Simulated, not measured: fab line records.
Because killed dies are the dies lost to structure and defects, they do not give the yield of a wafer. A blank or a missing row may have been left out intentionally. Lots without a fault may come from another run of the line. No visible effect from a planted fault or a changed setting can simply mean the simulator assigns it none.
A lot that was struck, set against a sound lot	flow rit_cmos	20 out of 202 route steps
Sound: wafers L890.1, L890.3, L890.6. The struck wafers were L898.2, L898.3, L898.5. The cause comes at the end.
Per side, at each step with rows, come the tool, then ch with its chambers, and then its first start. Under that, the readings that differ: sound wafers	struck wafers	difference of the means	sigmas: that difference in standard deviations of wafers without a fault.
alike: a reading whose means differ by less than 2 such deviations, as well as words and numbers matching on both sides. not compared: withheld readings; readings where some wafer has no value; bounds like >300 that might hide an equal value; numbers whose values overlap and for which the record gives no deviation.
Wherever a step has rows on one side only, a row that says differs or no value, or a row with sigmas, the two part there. Non-overlapping numbers with no deviation appear without sigmas and do not part them. A reading that every wafer of one side lacks parts them only if that side has two wafers or more.

first, 2 steps without rows for these wafers: RIT_NWELL_HARDBAKE_07 (time 120 s); RIT_NWELL_IMPLANT_08.
RIT_NWELL_STRIP_09: strips in O2, time 180 s.
  sound on plasma_asher-02 ch 0,1, day 1 22:11; struck on plasma_asher-03 ch 0, day 3 17:14
  alike: drypump_motor_current_A
  not compared: rf_hours_counter_h
RIT_NWELL_TW_MEAS_10:
  sound: film_metro-02 at day 1 22:21; struck: film_metro-02 at day 3 17:25
  alike: NWELL_TW
then, 6 steps without rows for these wafers: RIT_PWELL_HMDS_00 (prime time 60 s); RIT_PWELL_COAT_01 (resist thk 1286 nm); RIT_PWELL_SOFTBAKE_02 (time 60 s); RIT_PWELL_EXPOSE_03 (exposes mask M3, target cd 43700 nm); RIT_PWELL_PEB_04; RIT_PWELL_DEVELOP_05 (develop time 68 s).
RIT_PWELL_OVL_MEAS_06:
  sound: overlay-02 at day 1 23:25; struck: overlay-02 at day 3 18:28
  alike: PWELL_OVL
then, 1 step without rows for these wafers: RIT_PWELL_HARDBAKE_07 (time 120 s).
RIT_PWELL_IMPLANT_08:
  sound on implanter-04 ch 0, day 1 23:42; struck on implanter-01 ch 0, day 3 18:47
reading	sound	struck	difference	sigmas
tilt_deg (degrees)	7.038 7.038 7.008	3.122 3.140 3.137	-3.895	-99 or more
RIT_PWELL_STRIP_09: strips in O2, time 180 s.
  sound on plasma_asher-03 ch 0,1, day 1 23:51; struck on plasma_asher-04 ch 0,1, day 3 18:54
  alike: drypump_motor_current_A
  not compared: rf_hours_counter_h
RIT_PWELL_TW_MEAS_10:
  sound: film_metro-04 at day 2 00:02; struck: film_metro-02 at day 3 19:05
  alike: PWELL_TW
then, 1 step without rows for these wafers: RIT_WELLDRIVE_ANNEAL_00 (time 14700 s).
RIT_WELLDRIVE_RS_MEAS_01: the measuring method here is four-point-probe.
  sound: film_metro-04 at day 2 05:24; struck: film_metro-03 at day 4 01:29
  alike: NWELL_RS
RIT_WELLDRIVE_RS_MEAS_02: the measuring method here is four-point-probe.
  sound: film_metro-04 at day 2 05:31; struck: film_metro-03 at day 4 01:37
reading	sound	struck	difference	sigmas
PWELL_RS (ohm/sq)	425.9 427.9 425.7	422.5 422.2 421.8	-4.3	-4
then, 1 step without rows for these wafers: RIT_NRETRO_HMDS_00 (prime time 60 s).
RIT_M1_PROBE_99:
  sound: prober-02 at day 3 09:40; struck: prober-02 at day 5 08:01
  alike: killed_at_M0_to_M3, killed_at_contacts, killed_at_front_end, killed_dies, killed_open, killed_short

== WHERE THEY PART ==
At RIT_PWELL_IMPLANT_08 first; at RIT_WELLDRIVE_RS_MEAS_02 last (within this record only). Later steps at which nothing parts them and some readings are alike: RIT_M1_PROBE_99.

WHY: what the simulator had put in
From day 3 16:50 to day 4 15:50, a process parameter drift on implanter-01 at RIT_PWELL_IMPLANT_08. Setting tilt_deg shifted by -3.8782 from 7. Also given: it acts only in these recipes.
